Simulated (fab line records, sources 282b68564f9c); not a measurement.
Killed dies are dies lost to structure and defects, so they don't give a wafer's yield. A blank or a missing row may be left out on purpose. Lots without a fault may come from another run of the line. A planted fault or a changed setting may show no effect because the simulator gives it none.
A struck lot beside a sound one | flow rit_cmos | 15 steps out of a route of 202
Sound: wafers L862.1, L862.2, L862.6. Struck: wafers L873.1, L873.3, L873.4. The cause comes at the end.
At each step with rows: each side's tool, then ch and its chambers, then its first start. Under that, the readings that differ: sound wafers | struck wafers | difference of the means | sigmas: that difference in standard deviations of wafers without a fault.
alike: readings whose means differ by less than 2 such deviations, and words and numbers that are the same on both sides. not compared: withheld readings, readings that some wafer has no value for, bounds like >300 that may hide the same value, and numbers for which the record gives no deviation and whose values overlap.
The two part at a step that has a row with sigmas, a row that says differs or no value, or rows on one side only. Numbers that don't overlap but have no deviation are shown without sigmas and don't part them. A reading that every wafer of one side lacks parts them only if that side has two wafers or more.

first, 1 step without rows for these wafers: RIT_NSD_IMPLANT_08.
RIT_NSD_STRIP_09: strips in O2, time 180 s.
  sound on plasma_asher-03 ch 0,1, day 4 06:59; struck on plasma_asher-01 ch 0,1, day 7 01:03
  alike: chamber_pressure_mTorr, drypump_motor_current_A
  not compared: rf_hours_counter_h
RIT_NSD_TW_MEAS_10:
  sound on film_metro-02, day 4 07:10; struck on film_metro-02, day 7 01:14
  alike: NSD_TW
then, 6 steps without rows for these wafers: RIT_PSD_HMDS_00 (prime time 60 s); RIT_PSD_COAT_01 (resist thk 1000 nm); RIT_PSD_SOFTBAKE_02 (time 60 s); RIT_PSD_EXPOSE_03 (exposes mask M10, target cd 40900 nm); RIT_PSD_PEB_04; RIT_PSD_DEVELOP_05 (develop time 50 s).
RIT_PSD_OVL_MEAS_06:
  sound on overlay-02, day 4 08:14; struck on overlay-02, day 7 02:08
  alike: PSD_OVL
then, 2 steps without rows for these wafers: RIT_PSD_HARDBAKE_07 (time 60 s); RIT_PSD_IMPLANT_08.
RIT_PSD_STRIP_09: strips in O2, time 180 s.
  sound on plasma_asher-03 ch 0,1, day 4 08:51; struck on plasma_asher-04 ch 0,1, day 7 02:28
  no value came back on the struck wafers for chamber_pressure_mTorr (mTorr), drypump_motor_current_A (A); on the sound wafers chamber_pressure_mTorr (mTorr) reads 3995 4003 4000
  reading                                  | sound | struck            | difference | sigmas
  model.NOVOLAK_of_PSD_COAT_01.thk_nm (nm) | 0 0 0 | 882.2 882.1 882.8 | +882.4     |
  not compared: rf_hours_counter_h
RIT_PSD_TW_MEAS_10:
  sound on film_metro-01, day 4 09:01; struck on film_metro-02, day 7 02:39
  reading | sound          | struck         | difference | sigmas
  PSD_TW  | 3367 3357 3366 | 3433 3448 3443 | +78        | +3
RIT_M1_PROBE_99:
  sound on prober-01, day 4 18:01; struck on prober-02, day 7 10:53
  reading             | sound | struck                                                               | difference                   | sigmas
  hold                | - - - | await_dispo/6.5h/scrap await_dispo/6.5h/scrap await_dispo/6.5h/scrap | no value on the sound wafers |
  killed_at_front_end | 7 9 6 | 264 264 264                                                          | +257                         | +92
  killed_dies         | 7 9 6 | 264 264 264                                                          | +257                         | +92
  killed_on_rim       | 0 5 3 | 70 70 70                                                             | +67                          | +48
  alike: killed_open, killed_short

WHERE THEY PART
First at RIT_PSD_STRIP_09; last, within this record, at RIT_M1_PROBE_99.

WHY: what the simulator had put in
Skipped step whole: plasma_asher-04, from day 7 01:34 on, at RIT_PSD_STRIP_09. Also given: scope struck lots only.
